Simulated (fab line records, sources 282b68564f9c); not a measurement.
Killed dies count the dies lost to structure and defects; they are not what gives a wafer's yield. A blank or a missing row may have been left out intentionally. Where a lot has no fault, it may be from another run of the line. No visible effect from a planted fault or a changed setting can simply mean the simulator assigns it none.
A lot that was struck, set against a sound lot + flow rit_cmos + 17 out of 202 route steps
Sound: wafers L640.1, L640.2, L640.4. Wafers L649.2, L649.4, L649.6 were the ones struck. At the end, the cause is stated.
Each step with rows lists, per side, the tool, then ch with its chambers, then its first start. Under that, the readings that differ: sound wafers + struck wafers + difference of the means + sigmas: that difference in standard deviations of wafers without a fault.
alike: words and numbers the same on both sides, and readings whose means are apart by under 2 such deviations; not compared: readings that were withheld, readings missing a value for some wafer, numbers with overlapping values and no deviation given by the record, and bounds like >300 which may hide the same value.
A row with sigmas, a row that says differs or no value, or rows on one side alone: a step with any of these is where the two part. Non-overlapping numbers with no deviation appear without sigmas and do not part them. A reading missing from all wafers of one side parts the sides only when that side holds two or more wafers.

RIT_PWELL_TW_MEAS_10:
  sound on film_metro-01 at day 2 04:43; struck on film_metro-04 at day 4 01:28
  alike: PWELL_TW
then, 1 step without rows for these wafers: RIT_WELLDRIVE_ANNEAL_00 (time 14700 s).
RIT_WELLDRIVE_RS_MEAS_01: uses a four-point probe to measure.
  sound on film_metro-01 at day 2 09:52; struck on film_metro-01 at day 4 06:37
  alike: NWELL_RS
RIT_WELLDRIVE_RS_MEAS_02: uses a four-point probe to measure.
  sound on film_metro-01 at day 2 09:59; struck on film_metro-01 at day 4 06:44
  alike: PWELL_RS
then, 6 steps without rows for these wafers: RIT_NRETRO_HMDS_00 (prime time 60 s); RIT_NRETRO_COAT_01 (resist thk 1300 nm); RIT_NRETRO_SOFTBAKE_02 (time 60 s); RIT_NRETRO_EXPOSE_03 (exposes mask M4, target cd 43900 nm); RIT_NRETRO_PEB_04; RIT_NRETRO_DEVELOP_05 (develop time 68 s).
RIT_NRETRO_OVL_MEAS_06:
  sound on overlay-01 at day 2 10:59; struck on overlay-02 at day 4 08:03
  alike: NRETRO_OVL
then, 1 step without rows for these wafers: RIT_NRETRO_HARDBAKE_07 (time 120 s).
RIT_NRETRO_IMPLANT_08:
  sound on implanter-03 ch 0, day 2 11:16; struck on implanter-02 ch 0, day 4 08:22
| reading                   | sound             | struck            | difference | sigmas |
|---------------------------|-------------------|-------------------|------------|--------|
| implant_ion_amu           | 31 31 31          | 75 75 75          | +44        |        |
| model.implant.rp_nm (nm)  | 84.83 84.83 84.83 | 42.31 42.31 42.31 | -42.52     |        |
| model.implant.drp_nm (nm) | 33.94 33.94 33.94 | 18.17 18.17 18.17 | -15.77     |        |
RIT_NRETRO_STRIP_09: strips in O2, time 180 s.
  sound on plasma_asher-01 ch 0,1, day 2 11:25; struck on plasma_asher-02 ch 0,1, day 4 08:29
  alike: drypump_motor_current_A, o2_flow_sccm
  not compared: rf_hours_counter_h
RIT_NRETRO_TW_MEAS_10:
  sound on film_metro-03 at day 2 11:35; struck on film_metro-02 at day 4 08:40
| reading   | sound          | struck         | difference | sigmas |
|-----------|----------------|----------------|------------|--------|
| NRETRO_TW | 1059 1062 1059 | 1432 1431 1435 | +373       | +50    |
then, 1 step without rows for these wafers: RIT_PRETRO_HMDS_00 (prime time 60 s).
RIT_M1_PROBE_99:
  sound on prober-02 at day 3 14:29; struck on prober-01 at day 5 11:43
  alike: killed_at_front_end, killed_dies, killed_open, killed_short

WHERE THEY PART
Only at RIT_NRETRO_TW_MEAS_10, within this record. Later steps at which nothing parts them and some readings are alike: RIT_M1_PROBE_99.

WHY: whatever the simulator had introduced
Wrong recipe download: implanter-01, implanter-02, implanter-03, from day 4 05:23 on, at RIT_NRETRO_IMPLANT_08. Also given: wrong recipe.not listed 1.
